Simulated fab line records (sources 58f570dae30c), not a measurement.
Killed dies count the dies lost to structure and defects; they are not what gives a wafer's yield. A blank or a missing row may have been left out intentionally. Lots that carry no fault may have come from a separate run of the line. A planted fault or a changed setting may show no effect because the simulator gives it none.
fab line records ; flow berkeley_cmos170
[record] lots = 7; wafers = 21; last_day = 12
route steps=331 shown V1@257
lots that met no fault: from a run of the same line without faults
start_h: start of the lot's first displayed wafer, in hours after the record's first day ; wait_h: hours elapsed since this lot's preceding step ; " unchanged from the row above ; L1.1+2: one row covering several wafers at once ; - no value present, or no start provided ; * or withheld: withheld ; < > ~ a bound
route shown NAME@n: names a module that has steps shown in the file, with the first one's number in the route ; usual: mean/standard deviation of fault-free wafers ; same: alike in all rows ; chamber/n: place in a boat ; sites: per-site readings ; _std_site: the values' standard deviation ; _edge_site: outer sites' mean less inner sites' ; radius_mm: how far each site lies from the wafer's centre ; mask NAME#n: copy n ; behind: tool/chamber where the wafer was last shaped ; hold: the reason the lot was held/the length of the hold in hours/how it ended ; device: transistor that didn't switch, given as n, p or np ; end of line: at the end of the route, the tests of the same wafers ; a step given without rows: its recipe and nothing more ; killed: dies lost to structure and defects at the first sort, not the wafer's yield ; map: the dies of a wafer, with x for killed, . for not killed, _ for no die there
set.NAME: the setting the step ran with; set.NAME@STEP: the setting that earlier step ran with ; model.NAME: the simulator's own value behind a step, which no gauge read
a table for each step, a row for each wafer; lots at some steps of the route
services: a tool's chamber out of use, with start hour (start_h, from the record's first day; less than 0 if before it), hours out, and reason
[[steps]]
[step UCB170_V1_BOW_MEAS_03]
[recipe] mode = bow
[usual] V1_BOW = 19/7.1
lot.wafer;tool;chamber;start_h;wait_h;V1_BOW[um]
L835.1;film_metro-04;-;184.72;0.2;19
L835.4;film_metro-04;-;184.72;0.2;13
L835.6;film_metro-04;-;184.72;0.2;17
L839.1;film_metro-01;-;213.16;0.2;29
L839.2;film_metro-01;-;213.16;0.2;23
L839.6;film_metro-01;-;213.16;0.2;16
L840.2;film_metro-04;-;213.18;0.2;30
L840.4;film_metro-04;-;213.18;0.2;17
L840.6;film_metro-04;-;213.18;0.2;25
L841.1;film_metro-04;-;222.45;0.2;20
L841.4;film_metro-04;-;222.45;0.2;19
L841.6;film_metro-04;-;222.45;0.2;14
L850.1;film_metro-04;-;268.40;0.2;22
L850.4;film_metro-04;-;268.40;0.2;11
L850.6;film_metro-04;-;268.40;0.2;10
L851.2;film_metro-02;-;268.42;0.2;25
L851.4;film_metro-02;-;268.42;0.2;24
L851.6;film_metro-02;-;268.42;0.2;28
L853.1;film_metro-02;-;268.70;0.2;18
L853.4;film_metro-02;-;268.70;0.2;9
L853.5;film_metro-02;-;268.70;0.2;25
[step UCB170_V1_THK_MEAS_04]
[recipe] reads = SiO2_of_V1_CVD_00
[usual] V1_POLISHED_THK = 999.7/1.2
lot.wafer;tool;chamber;start_h;wait_h;V1_POLISHED_THK[nm]
L835.1;film_metro-04;-;184.84;0.1;1000.2
L835.4;film_metro-04;-;184.84;0.1;1000.1
L835.6;film_metro-04;-;184.84;0.1;999.2
L839.1;film_metro-01;-;213.28;0.1;1000.2
L839.2;film_metro-01;-;213.28;0.1;999.0
L839.6;film_metro-01;-;213.28;0.1;999.0
L840.2;film_metro-04;-;213.29;0.1;997.8
L840.4;film_metro-04;-;213.29;0.1;997.6
L840.6;film_metro-04;-;213.29;0.1;997.8
L841.1;film_metro-04;-;222.57;0.1;999.4
L841.4;film_metro-04;-;222.57;0.1;999.4
L841.6;film_metro-04;-;222.57;0.1;999.2
L850.1;film_metro-04;-;268.52;0.1;1001.0
L850.4;film_metro-04;-;268.52;0.1;1000.2
L850.6;film_metro-04;-;268.52;0.1;999.3
L851.2;film_metro-02;-;268.53;0.1;1002.0
L851.4;film_metro-02;-;268.53;0.1;1000.2
L851.6;film_metro-02;-;268.53;0.1;1000.8
L853.1;film_metro-02;-;268.82;0.1;1001.2
L853.4;film_metro-02;-;268.82;0.1;998.3
L853.5;film_metro-02;-;268.82;0.1;1000.6
[step UCB170_V1_CLEAN_05]
[recipe] chemistry = DIW
[step UCB170_V1_HMDS_06]
[recipe] prime_time_s = 60; prime_temp_c = 100
[step UCB170_V1_COAT_07]
[recipe] resist = KrF; spin_rpm = 1500; resist_thk_nm = 900
[step UCB170_V1_SOFTBAKE_08]
[recipe] resist = KrF; temp_c = 130; time_s = 60
[step UCB170_V1_EXPOSE_09]
[recipe] mask_id = VIA1; target_cd_nm = 700; na = 0.5; sigma_outer = 0.6; source_shape = conventional; dose_mj = 37
[step UCB170_V1_PEB_10]
[recipe] peb_temp_c = 130; peb_time_s = withheld; resist = KrF
[step UCB170_V1_DEVELOP_11]
[recipe] developer = TMAH; develop_time_s = 45; resist = KrF; dev_temp_c = 21
[step UCB170_V1_CD_MEAS_12]
[recipe] target_cd_nm = 700
[usual] cd_nm = 700.5/1.3
lot.wafer;tool;chamber;start_h;wait_h;cd_nm
L835.1;cd_sem-01;-;188.62;-;701.7
L835.4;cd_sem-01;-;188.62;-;700.8
L835.6;cd_sem-01;-;188.62;-;701.8
L839.1;cd_sem-02;-;214.75;-;699.9
L839.2;cd_sem-02;-;214.75;-;699.6
L839.6;cd_sem-02;-;214.75;-;699.8
L840.2;cd_sem-01;-;215.04;-;698.9
L840.4;cd_sem-01;-;215.04;-;699.1
L840.6;cd_sem-01;-;215.04;-;699.3
L841.1;cd_sem-01;-;224.59;-;700.0
L841.4;cd_sem-01;-;224.59;-;701.8
L841.6;cd_sem-01;-;224.59;-;701.2
L850.1;cd_sem-02;-;269.85;-;700.8
L850.4;cd_sem-02;-;269.85;-;700.4
L850.6;cd_sem-02;-;269.85;-;700.4
L851.2;cd_sem-01;-;270.11;-;701.1
L851.4;cd_sem-01;-;270.11;-;700.6
L851.6;cd_sem-01;-;270.11;-;700.5
L853.1;cd_sem-01;-;270.33;-;702.7
L853.4;cd_sem-01;-;270.33;-;703.2
L853.5;cd_sem-01;-;270.33;-;703.0
[step UCB170_V1_OVL_MEAS_13]
[usual] V1_OVL = 2/5
lot.wafer;tool;chamber;start_h;wait_h;V1_OVL[nm]
L835.1;overlay-02;-;188.74;0.1;-1
L835.4;overlay-02;-;188.74;0.1;0
L835.6;overlay-02;-;188.74;0.1;1
L839.1;overlay-02;-;214.87;0.1;-12
L839.2;overlay-02;-;214.87;0.1;-8
L839.6;overlay-02;-;214.87;0.1;0
L840.2;overlay-01;-;215.15;0.1;-4
L840.4;overlay-01;-;215.15;0.1;0
L840.6;overlay-01;-;215.15;0.1;-4
L841.1;overlay-01;-;224.71;0.1;-7
L841.4;overlay-01;-;224.71;0.1;0
L841.6;overlay-01;-;224.71;0.1;2
L850.1;overlay-02;-;269.97;0.1;10
L850.4;overlay-02;-;269.97;0.1;2
L850.6;overlay-02;-;269.97;0.1;1
L851.2;overlay-01;-;270.22;0.1;-2
L851.4;overlay-01;-;270.22;0.1;3
L851.6;overlay-01;-;270.22;0.1;4
L853.1;overlay-02;-;270.45;0.1;0
L853.4;overlay-02;-;270.45;0.1;-1
L853.5;overlay-02;-;270.45;0.1;-9
[step UCB170_V1_ETCH_14]
[recipe] chemistry = CHF3/CF4/Ar; target = SiO2; stop_on = Al; CHF3_flow_sccm = 45; cf4_flow_sccm = 15; Ar_flow_sccm = 150; pressure_mtorr = 200; rf_w = 700; target_depth_a = 12500; over_etch_frac = 0.25; time_s = 291
[usual] drypump_motor_current_A = 5.5/0.44; oes_product_au = 0.870/0.015; rf_fwd_power_W = 698.3/2.4; throttle_valve_pct = 6.97/0.12
lot.wafer;tool;chamber;start_h;wait_h;drypump_motor_current_A;oes_product_au;rf_fwd_power_W;rf_hours_counter_h;throttle_valve_pct
L835.1;rie_diel-01;1;188.78;0.0;5.3;0.876;697.5;18;6.73
L835.4;rie_diel-01;0;188.78;0.0;5.9;0.875;699.4;7;6.72
L835.6;rie_diel-01;3;188.78;0.0;5.4;0.851;702.2;-;6.91
L839.1;rie_diel-04;3;214.90;0.0;5.2;0.864;699.8;3;6.97
L839.2;rie_diel-04;1;214.90;0.0;5.3;0.850;698.7;123;7.02
L839.6;rie_diel-04;1;214.90;0.0;5.3;0.856;702.8;-;7.03
L840.2;rie_diel-03;3;215.18;0.0;5.0;0.892;697.0;17;7.01
L840.4;rie_diel-03;2;215.18;0.0;5.4;0.866;694.6;64;7.13
L840.6;rie_diel-03;1;215.18;0.0;6.2;0.880;698.9;-;7.03
L841.1;rie_diel-04;2;224.74;0.0;6.6;0.873;693.8;141;7.05
L841.4;rie_diel-04;0;224.74;0.0;5.2;0.854;697.0;-;7.09
L841.6;rie_diel-04;2;224.74;0.0;6.6;0.873;693.8;-;7.06
L850.1;rie_diel-04;0;270.00;0.0;5.2;0.849;697.6;20;7.10
L850.4;rie_diel-04;1;270.00;0.0;5.3;0.850;699.7;126;7.01
L850.6;rie_diel-04;0;270.00;0.0;5.2;0.861;693.4;-;7.08
L851.2;rie_diel-01;2;270.25;0.0;5.7;0.885;694.2;16;7.06
L851.4;rie_diel-01;1;270.25;0.0;5.3;0.870;698.6;22;6.72
L851.6;rie_diel-01;2;270.25;0.0;5.7;0.880;699.0;-;7.06
L853.1;rie_diel-03;3;270.49;0.0;5.1;0.900;698.8;20;7.00
L853.4;rie_diel-03;2;270.49;0.0;5.4;0.864;697.9;67;7.12
L853.5;rie_diel-03;0;270.49;0.0;5.4;0.872;696.4;-;6.83
[step UCB170_V1_STRIP_15]
[recipe] chemistry = O2; power_w = 400; pressure_mtorr = 3500; platen_temp_c = withheld; o2_flow_sccm = 400; overash_fraction = 0.5
[usual] chamber_pressure_mTorr = 3500.1/3; drypump_motor_current_A = 5.8/0.38; oes_product_au = 0.722/0.0044; strip_time_to_endpoint_s = 15.32/0.089
lot.wafer;tool;chamber;start_h;wait_h;chamber_pressure_mTorr;drypump_motor_current_A;oes_product_au;rf_hours_counter_h;strip_time_to_endpoint_s;model.KrF_of_V1_COAT_07.thk_nm
L835.1;plasma_asher-02;0;188.96;0.1;3500.0;5.7;0.717;49;15.46;0
L835.4;plasma_asher-02;0;188.96;0.1;3496.1;5.6;0.717;-;15.35;0
L835.6;plasma_asher-02;1;188.96;0.1;3501.1;5.9;0.725;-;15.28;0
L839.1;plasma_asher-01;0;215.08;0.1;-;-;-;-;-;614.8
L839.2;plasma_asher-01;1;215.08;0.1;-;-;-;-;-;611.3
L839.6;plasma_asher-01;0;215.08;0.1;-;-;-;-;-;613.8
L840.2;plasma_asher-02;1;215.36;0.1;-;-;-;-;-;608.1
L840.4;plasma_asher-02;1;215.36;0.1;-;-;-;-;-;608.3
L840.6;plasma_asher-02;1;215.36;0.1;-;-;-;-;-;606.4
L841.1;plasma_asher-02;1;224.92;0.1;-;-;-;-;-;609.3
L841.4;plasma_asher-02;0;224.92;0.1;-;-;-;-;-;608.5
L841.6;plasma_asher-02;1;224.92;0.1;-;-;-;-;-;613.4
L850.1;plasma_asher-02;0;270.18;0.1;3502.3;5.7;0.722;60;15.28;0
L850.4;plasma_asher-02;0;270.18;0.1;3499.4;5.7;0.724;-;15.32;0
L850.6;plasma_asher-02;0;270.18;0.1;3501.4;5.7;0.724;-;15.26;0
L851.2;plasma_asher-01;0;270.42;0.1;3498.4;5.1;0.724;18;15.37;0
L851.4;plasma_asher-01;0;270.42;0.1;3498.2;5.1;0.720;-;15.38;0
L851.6;plasma_asher-01;1;270.42;0.1;3502.0;6.2;0.715;-;15.34;0
L853.1;plasma_asher-02;1;270.67;0.1;3502.2;5.9;0.720;60;15.25;0
L853.4;plasma_asher-02;0;270.67;0.1;3501.8;5.7;0.719;-;15.22;0
L853.5;plasma_asher-02;1;270.67;0.1;3496.1;5.9;0.722;-;15.24;0
[step UCB170_V1_CD_MEAS_90]
[recipe] target_cd_nm = 700
[usual] cd_nm = 700.5/1.3
lot.wafer;tool;chamber;start_h;wait_h;cd_nm
L835.1;cd_sem-02;-;189.06;0.1;702.8
L835.4;cd_sem-02;-;189.06;0.1;700.6
L835.6;cd_sem-02;-;189.06;0.1;702.1
L839.1;cd_sem-02;-;215.26;0.1;699.4
L839.2;cd_sem-02;-;215.26;0.1;699.6
L839.6;cd_sem-02;-;215.26;0.1;699.7
L840.2;cd_sem-02;-;215.48;0.1;699.1
L840.4;cd_sem-02;-;215.48;0.1;699.2
L840.6;cd_sem-02;-;215.48;0.1;698.6
L841.1;cd_sem-01;-;225.06;0.1;700.0
L841.4;cd_sem-01;-;225.06;0.1;702.3
L841.6;cd_sem-01;-;225.06;0.1;701.2
L850.1;cd_sem-02;-;270.28;0.1;700.7
L850.4;cd_sem-02;-;270.28;0.1;699.8
L850.6;cd_sem-02;-;270.28;0.1;700.0
L851.2;cd_sem-02;-;270.54;0.1;700.2
L851.4;cd_sem-02;-;270.54;0.1;700.4
L851.6;cd_sem-02;-;270.54;0.1;700.2
L853.1;cd_sem-01;-;270.77;0.1;703.1
L853.4;cd_sem-01;-;270.77;0.1;702.2
L853.5;cd_sem-01;-;270.77;0.1;703.2
[[services]]
tool;chamber;start_h;hours;kind
rie_diel-03;1;176.01;3.8;repair
rie_diel-03;1;188.50;4.7;repair
rie_diel-01;-;201.42;14.6;pm
rie_diel-04;3;217.79;7.2;repair
rie_diel-01;2;227.31;22.2;repair
rie_diel-03;1;229.08;-;clean
rie_diel-03;1;229.08;19.9;scheduled_down
rie_diel-03;1;229.08;19.9;vent_cycle
rie_diel-04;2;233.83;-;clean
rie_diel-04;2;233.83;24.1;scheduled_down
rie_diel-04;2;233.83;24.1;vent_cycle
plasma_asher-01;-;246.68;1.2;repair
rie_diel-04;-;264.89;2.2;repair
[[key]]
[first_sign] step = UCB170_V1_STRIP_15; reading = tool_record; direction = missing
effect none on later readings
[model_effect] step = UCB170_V1_STRIP_15; value = KrF_of_V1_COAT_07.thk_nm; without = 0; struck = 610.4
met_at UCB170_V1_STRIP_15
struck_wafers L839.1,L839.2,L839.6,L840.2,L840.4,L840.6,L841.1,L841.4,L841.6
later_rows_left_out L839.1,L839.2,L839.6,L840.2,L840.4,L840.6,L841.1,L841.4,L841.6
sort_left_out L839.1,L839.2,L839.6,L840.2,L840.4,L840.6,L841.1,L841.4,L841.6
onset_between 188.96 215.08
[fault] kind = skipped_step_whole; tool = plasma_asher-01,plasma_asher-02; chamber = -; onset_h = 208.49; steps = UCB170_V1_STRIP_15; scope = struck_lots_only
// sort_left_out: the simulated sort isn't trusted on such a fault, so these wafers' sort isn't shown, and their yield isn't known
// later_rows_left_out: the simulator's readings of these wafers behind a module that went badly wrong aren't trusted and aren't shown, but for the sort
